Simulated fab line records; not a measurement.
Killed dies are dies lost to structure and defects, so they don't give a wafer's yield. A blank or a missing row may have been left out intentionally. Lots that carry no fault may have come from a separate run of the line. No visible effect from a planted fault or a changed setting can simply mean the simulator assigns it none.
The same fault as seen by 2 desks + flow berkeley-cmos170 + only its own numbers are on each desk; what lay behind them is given at the end

DESK OF THE TOOL OWNER: implanter-04
The tool's own readings at UCB170_PSD_IMPLANT_08: means of the sampled wafers that have a number, for each lot that ran on this tool. Any lot whose mean is over 4 standard deviations away from the usual mean is out of limits and marked OUT; that distance is given in the brackets.
Columns: A = beam-energy-keV at UCB170_PSD_IMPLANT_08, usual 20.000
| lot  | first seen here | A                        |
|------|-----------------|--------------------------|
| L801 | day 7 07:34     | 19.993                   |
| L805 | day 7 17:43     | 20.010                   |
| L806 | day 8 06:46     | 19.998                   |
| L814 | day 10 05:42    | 14.434 (-99 or more) OUT |
| L816 | day 10 15:38    | 14.445 (-99 or more) OUT |
This desk finds L814, L816 out of limits, L814 being first, at day 10 05:42 (beam-energy-keV at UCB170_PSD_IMPLANT_08). L801, L805, L806 stayed within limits.

AT THE METROLOGY DESK
Lot by lot, what the gauges showed, no matter which tool ran the lot: averages of those sampled wafers that carry a number. Any lot whose mean is over 4 standard deviations away from the usual mean is out of limits and marked OUT; that distance is given in the brackets.
Columns: A = PSD_TW at UCB170_PSD_TW_MEAS_10, usual 2339; B = NSD_TW at UCB170_NSD_TW_MEAS_10, usual 4195; C = PSD_RS at UCB170_SDANNEAL_RS_MEAS_02, usual 75.4 ohm/sq
| lot  | first seen here | A              | B    | C              |
|------|-----------------|----------------|------|----------------|
| L799 | day 6 09:35     | 2320           | 4226 | 76.0           |
| L798 | day 6 09:48     | 2346           | 4222 | 75.8           |
| L800 | day 6 12:14     | 2331           | 4152 | 75.1           |
| L803 | day 7 07:28     | 2320           | 4200 | 75.8           |
| L801 | day 7 07:49     | 2357           | 4184 | 74.8           |
| L805 | day 7 17:58     | 2340           | 4197 | 75.3           |
| L804 | day 7 18:20     | 2346           | 4205 | 75.4           |
| L806 | day 8 06:59     | 2355           | 4155 | 75.2           |
| L814 | day 10 05:55    | 2145 (-11) OUT | 4225 | 79.1 (+12) OUT |
| L818 | day 10 15:32    | 2364           | 4228 | 75.9           |
| L816 | day 10 15:52    | 2168 (-10) OUT | 4186 | 79.3 (+13) OUT |
| L817 | day 10 16:07    | 2306           | 4202 | 75.7           |
| L819 | day 11 01:02    | 2334           | 4139 | 75.7           |
| L820 | day 11 10:47    | 2332           | 4201 | 75.4           |
This desk's finding: out of limits on L814, L816; first on L814, day 10 05:55 (PSD_TW at UCB170_PSD_TW_MEAS_10). L799, L798, L800, L803, L801, L805, L804, L806, L818, L817, L819, L820 stayed within limits.

TAKEN TOGETHER
At day 10 05:42, on L814, L816, the tool owner's desk was in a position to raise an alarm.
The metrology desk could have raised an alarm at day 10 05:55, on L814, L816.
All the named lots went through UCB170_PSD_IMPLANT_08 on implanter-04.

WHAT HAD BEEN PUT IN BY THE SIMULATOR
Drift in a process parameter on implanter-04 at UCB170_PSD_IMPLANT_08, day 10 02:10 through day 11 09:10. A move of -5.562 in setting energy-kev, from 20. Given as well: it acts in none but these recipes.
Shown lots that were struck: L814, L816.
Fault start to first reading out of limits, in hours, per desk: tool owner, 4; metrology, 4.
